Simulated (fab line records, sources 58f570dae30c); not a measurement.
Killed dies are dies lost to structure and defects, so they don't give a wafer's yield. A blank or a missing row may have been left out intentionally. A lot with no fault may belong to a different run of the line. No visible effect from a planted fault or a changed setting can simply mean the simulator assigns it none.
Chamber matching | flow berkeleyCmos170 | 4 sister chambers for UCB170_M1_ETCH_11 on rieDiel-04
The step etches BARC in N2/H2. 8 wafers are shown with their chamber, then 8 later ones without.

## WAFERS, EACH WITH ITS CHAMBER
wafer  | chamber | throttleValvePct (%) | biasW (W)
L535.1 | 2       | 13.06                | 100.5
L535.3 | 3       | 13.26                | 99.7
L535.5 | 0       | 13.60                | 100.0
L543.1 | 0       | 13.58                | 100.1
L543.5 | 2       | 13.03                | 100.3
L546.4 | 3       | 13.26                | 99.8
L546.6 | 1       | 13.48                | 99.7
L549.2 | 1       | 13.48                | 99.5

## WAFERS WITHOUT THEIR CHAMBER
wafer  | throttleValvePct (%) | biasW (W)
L549.3 | 13.06                | 99.8
L549.5 | 13.58                | 99.7
L551.1 | 13.60                | 99.8
L551.3 | 13.51                | 100.0
L551.4 | 13.26                | 100.1
L550.1 | 13.25                | 100.7
L550.2 | 13.05                | 99.8
L550.6 | 13.25                | 100.4

## CHAMBER TAKEN BY EACH
wafer  | from the rows above | in truth
L549.3 | 2                   | 2
L549.5 | 0                   | 0
L551.1 | 0                   | 0
L551.3 | 1                   | 1
L551.4 | 3                   | 3
L550.1 | 3                   | 3
L550.2 | 2                   | 2
L550.6 | 3                   | 3
8 of 8 placed correctly. Number that these rows cannot place: 0. 0 placed wrongly.
How it was worked out, from the rows above alone: a wafer's distance from a chamber is the root of the sum, over the readings, of the square of ((its reading less the chamber's mean) divided by the reading's scatter). The wafer belongs to the nearest chamber; if the next one is less than 2 further off, it can't be placed. The mean given for a chamber averages the wafers shown for that chamber. The scatter is the square root of a quotient: the sum, over the shown wafers, of each reading's squared deviation from its chamber's mean, divided by wafers minus chambers.
